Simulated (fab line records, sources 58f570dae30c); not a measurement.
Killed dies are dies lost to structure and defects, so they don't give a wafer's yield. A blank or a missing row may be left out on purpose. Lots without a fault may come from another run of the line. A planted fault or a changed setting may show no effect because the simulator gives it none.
One fault seen from 2 desks | flow berkeley_cmos170 | each desk has only its own numbers; what lay behind them comes last

THE METROLOGY DESK
What the gauges read, lot by lot, whatever tool the lot ran on: means of the sampled wafers that have a number. A lot is out of limits, marked OUT, if its mean lies more than 4 standard deviations from the usual mean; the brackets give that distance.
Columns: A = M2_AL_THK at UCB170_M2_THK_MEAS_03, usual 907 nm; B = V2_TEOS_THK at UCB170_V2_THK_MEAS_01, usual 1993 nm; C = cd_nm at UCB170_V2_CD_MEAS_12, usual 700.1 nm
lot  | first seen here | A   | B    | C
L674 | day 7 22:05     | 915 | 2043 | 700.9
L676 | day 8 04:05     | 907 | 2018 | 700.9
L677 | day 8 08:09     | 903 | 1990 | 697.3
L679 | day 9 02:07     | 901 | 2031 | 702.8
L678 | day 9 02:09     | 889 | 1989 | 701.0
L680 | day 9 02:27     | 903 | 2004 | 697.3
L681 | day 9 02:41     | 889 | 1977 | 700.3
L684 | day 9 20:08     | 905 | 1965 | 699.5
L683 | day 9 22:13     | 892 | 2004 | 700.6
L685 | day 10 01:05    | 906 | 2014 | 699.9
L688 | day 10 09:44    | 931 | 1996 | 698.6
L695 | day 11 12:20    | 921 | 1994 | 699.9
L693 | day 11 12:22    | 905 | 1970 | 700.7
L697 | day 12 01:47    | 897 | 1981 | 699.8
This desk's finding: nothing out of limits on any of the 14 lots.

THE TOOL OWNER'S DESK: rie_metal-04
The tool's own readings at UCB170_M2_METAL_ETCH_18 (etches Al in Cl2/BCl3, stops on SiO2, target depth 1170 nm, time 195 s): means of the sampled wafers that have a number, for each lot that ran on this tool. A lot is out of limits, marked OUT, if its mean lies more than 4 standard deviations from the usual mean; the brackets give that distance.
Columns: A = drypump_motor_current_A at UCB170_M2_METAL_ETCH_18, usual 5.8 A; B = mfc_cl2_sccm at UCB170_M2_METAL_ETCH_18, usual 89.99 sccm; C = oes_product_au at UCB170_M2_METAL_ETCH_18, usual 0.852 a.u.; D = throttle_valve_pct at UCB170_M2_METAL_ETCH_18, usual 24.3 %
lot  | first seen here | A   | B     | C     | D
L676 | day 8 06:25     | 5.6 | 90.42 | 0.851 | 24.2
L680 | day 9 05:02     | 6.2 | 89.73 | 0.850 | 24.0
L683 | day 10 00:53    | 6.2 | 89.93 | 0.835 | 24.0
L688 | day 10 11:32    | 5.6 | 89.81 | 0.829 | 24.2
This desk's finding: nothing out of limits on any of the 4 lots.

PUT TOGETHER
The metrology desk saw nothing out of limits.
The tool owner's desk saw nothing out of limits.

WHAT THE SIMULATOR HAD PUT IN
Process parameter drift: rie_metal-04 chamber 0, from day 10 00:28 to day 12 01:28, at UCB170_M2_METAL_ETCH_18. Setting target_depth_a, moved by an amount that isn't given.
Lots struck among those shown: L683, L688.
